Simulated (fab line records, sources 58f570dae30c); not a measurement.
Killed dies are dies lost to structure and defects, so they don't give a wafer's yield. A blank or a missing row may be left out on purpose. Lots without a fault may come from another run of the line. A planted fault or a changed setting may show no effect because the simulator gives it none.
Which tool did it? | flow berkeley_cmos170 | 13 lots, 39 wafers sampled, at 2 steps of a route of 331

WHAT THE GAUGES READ, wafer by wafer
UCB170_NLDD_CD_MEAS_06: target cd 1200 nm. Usual: cd_nm 1199.8 nm, standard deviation 1.7.
lot  | measured     | on        | cd_nm (nm)           | flag
L653 | day 7 12:58  | cd_sem-02 | 1199.7 1199.1 1199.2 |
L654 | day 7 14:49  | cd_sem-01 | 1200.2 1199.4 1200.3 |
L660 | day 8 13:53  | cd_sem-02 | 1200.0 1199.2 1199.7 |
L655 | day 8 14:23  | cd_sem-01 | 1197.7 1198.6 1197.5 |
L659 | day 8 14:37  | cd_sem-02 | 1200.0 1198.5 1199.3 |
L662 | day 8 14:44  | cd_sem-02 | 1198.4 1199.5 1199.2 |
L661 | day 8 15:00  | cd_sem-01 | 1201.1 1199.0 1198.8 |
L656 | day 8 15:02  | cd_sem-02 | 1199.7 1200.4 1201.2 |
L664 | day 9 05:21  | cd_sem-01 | 1201.6 1201.8 1201.5 |
L670 | day 11 01:38 | cd_sem-01 | 1203.6 1203.1 1202.1 |
L672 | day 11 14:04 | cd_sem-02 | 1201.3 1200.6 1200.5 |
L674 | day 11 14:39 | cd_sem-02 | 1200.4 1200.3 1200.3 |
L676 | day 11 15:59 | cd_sem-01 | 1202.3 1202.5 1202.3 |

UCB170_NLDD_TW_MEAS_11. Usual: NLDD_TW 2203, standard deviation 17.
lot  | measured     | on            | NLDD_TW        | flag
L653 | day 7 13:31  | film_metro-04 | 2216 2208 2197 |
L654 | day 7 15:23  | film_metro-04 | 2219 2198 2193 |
L660 | day 8 14:25  | film_metro-02 | 2219 2218 2215 |
L655 | day 8 14:55  | film_metro-04 | 2193 2189 2201 |
L659 | day 8 15:10  | film_metro-02 | 2213 2206 2210 |
L662 | day 8 15:17  | film_metro-01 | 2222 2228 2232 |
L661 | day 8 15:33  | film_metro-04 | 2191 2188 2193 |
L656 | day 8 15:35  | film_metro-02 | 2217 2217 2207 |
L664 | day 9 05:53  | film_metro-04 | 2192 2189 2179 |
L670 | day 11 02:12 | film_metro-01 | 2224 2216 2227 |
L672 | day 11 14:36 | film_metro-02 | 2196 2191 2183 |
L674 | day 11 15:13 | film_metro-01 | 2226 2217 2215 |
L676 | day 11 16:31 | film_metro-01 | 2226 2224 2232 |

WHICH TOOL RAN EACH LOT (tool, then ch and the chambers of the sampled wafers, then the start)
The record holds no process step before these readings.

WHAT THE TOOLS THEMSELVES READ (means of the sampled wafers that have a number; where no wafer has one, the mark that the record gives instead)
The record holds no such reading with a usual standard deviation.

THE ANSWER, worked out from the rows above alone
Rule: a lot is off if the mean of its wafers that have a number lies more than 3 standard deviations from the usual mean. A lot without any number at a reading at which 4 lots or more have one is off too. The other lots that the step has rows for count as sound. The gauges are gone through in route order, then the tools' own readings, and for those a lot's mean is taken as printed above. The first step at which some lot is off is used, and at that step the reading that is off furthest; a lot without a number counts as furthest.
No lot is off at any reading shown: from this, nothing can be told.

WHAT THE SIMULATOR HAD PUT IN
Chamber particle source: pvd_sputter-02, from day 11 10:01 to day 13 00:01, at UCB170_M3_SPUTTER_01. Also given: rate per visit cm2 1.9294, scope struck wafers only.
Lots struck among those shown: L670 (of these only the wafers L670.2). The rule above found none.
